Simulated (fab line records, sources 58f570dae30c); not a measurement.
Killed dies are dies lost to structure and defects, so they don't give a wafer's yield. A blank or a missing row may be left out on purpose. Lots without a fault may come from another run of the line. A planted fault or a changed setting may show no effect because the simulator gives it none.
Which tool did it? | flow berkeley_cmos170 | 13 lots, 39 wafers sampled, at 3 steps of a route of 331

WHAT THE GAUGES READ, wafer by wafer
UCB170_ACTIVE_THK_MEAS_03.
lot  | measured    | on            | ACTIVE_OXIDE_THK (nm)
L590 | day 4 12:26 | film_metro-02 | 25.8 26.6 26.1
L593 | day 5 03:59 | film_metro-01 | 26.9 26.8 26.8
L591 | day 5 04:02 | film_metro-03 | 26.4 26.5 26.4
L594 | day 5 04:02 | film_metro-01 | 26.9 26.5 27.0
L596 | day 5 17:33 | film_metro-03 | 26.8 26.3 26.3
L598 | day 6 00:54 | film_metro-02 | 25.8 25.6 25.6
L601 | day 6 23:47 | film_metro-03 | 26.7 27.0 27.0
L605 | day 7 05:40 | film_metro-01 | 25.9 25.9 26.0
L607 | day 8 00:47 | film_metro-03 | 26.9 27.0 26.6
L608 | day 8 00:52 | film_metro-01 | 26.4 26.4 26.4
L611 | day 8 16:14 | film_metro-01 | 26.4 26.0 26.6
L610 | day 8 16:17 | film_metro-01 | 26.3 26.3 26.5
L613 | day 9 04:46 | film_metro-03 | 26.6 26.7 25.8

UCB170_ACTIVE_THK_MEAS_06.
lot  | measured    | on            | ACTIVE_NITRIDE_THK (nm)
L590 | day 4 20:11 | film_metro-01 | 219.7 220.8 219.8
L593 | day 5 14:19 | film_metro-02 | 220.0 221.2 221.0
L591 | day 5 14:23 | film_metro-03 | 218.0 220.9 220.4
L594 | day 5 14:19 | film_metro-03 | 222.1 219.8 218.7
L596 | day 5 22:54 | film_metro-02 | 224.7 222.0 225.0
L598 | day 6 07:21 | film_metro-01 | 222.0 220.1 223.1
L601 | day 7 06:14 | film_metro-02 | 218.2 218.4 218.3
L605 | day 7 13:03 | film_metro-02 | 221.7 222.6 218.7
L607 | day 8 07:44 | film_metro-03 | 219.6 220.0 217.8
L608 | day 8 07:46 | film_metro-02 | 220.1 219.4 221.3
L611 | day 9 01:07 | film_metro-01 | 219.6 219.1 219.3
L610 | day 9 01:10 | film_metro-01 | 220.1 220.9 221.2
L613 | day 9 10:37 | film_metro-03 | 220.2 221.1 221.4

UCB170_ACTIVE_OVL_MEAS_14.
lot  | measured    | on         | ACTIVE_OVL (nm)
L590 | day 4 22:14 | overlay-01 | 14 11 11
L593 | day 5 15:57 | overlay-01 | 2 -1 -3
L591 | day 5 16:13 | overlay-01 | -2 -5 -11
L594 | day 5 15:40 | overlay-02 | 5 5 4
L596 | day 6 00:29 | overlay-02 | 5 -1 4
L598 | day 6 09:22 | overlay-01 | 5 4 -3
L601 | day 7 07:15 | overlay-02 | 1 -1 -2
L605 | day 7 14:28 | overlay-02 | 6 9 11
L607 | day 8 09:46 | overlay-02 | -7 -14 -11
L608 | day 8 09:35 | overlay-01 | 2 -1 -7
L611 | day 9 02:50 | overlay-01 | 1 4 6
L610 | day 9 03:05 | overlay-02 | 4 6 6
L613 | day 9 12:58 | overlay-02 | 5 6 6

WHICH TOOL RAN EACH LOT (tool, then ch and the chambers of the sampled wafers, then the start)
The record holds no process step before these readings.

WHAT THE TOOLS THEMSELVES READ (means of the sampled wafers that have a number; where no wafer has one, the mark that the record gives instead)
The record holds no such reading with a usual standard deviation.

THE ANSWER, worked out from the rows above alone
Rule: what is usual is taken from the lots themselves. Put in order of their means at a reading, lots are off if they are a third of the lots or fewer, leave a main group of 4 or more, and stand apart from it by a gap of 3 or more times the standard deviation of the main group's means; of several such gaps the widest counts. A main group whose means are all the same, to the digits that the tables above print for the reading, isn't used. A lot without any number at a reading at which 4 lots or more have one is off too. The other lots that the step has rows for count as sound. The gauges are gone through in route order, then the tools' own readings, and for those a lot's mean is taken as printed above. The first step at which some lot is off is used, and at that step the reading that is off furthest; a lot without a number counts as furthest.
No lot is off at any reading shown: from this, nothing can be told.

WHAT THE SIMULATOR HAD PUT IN
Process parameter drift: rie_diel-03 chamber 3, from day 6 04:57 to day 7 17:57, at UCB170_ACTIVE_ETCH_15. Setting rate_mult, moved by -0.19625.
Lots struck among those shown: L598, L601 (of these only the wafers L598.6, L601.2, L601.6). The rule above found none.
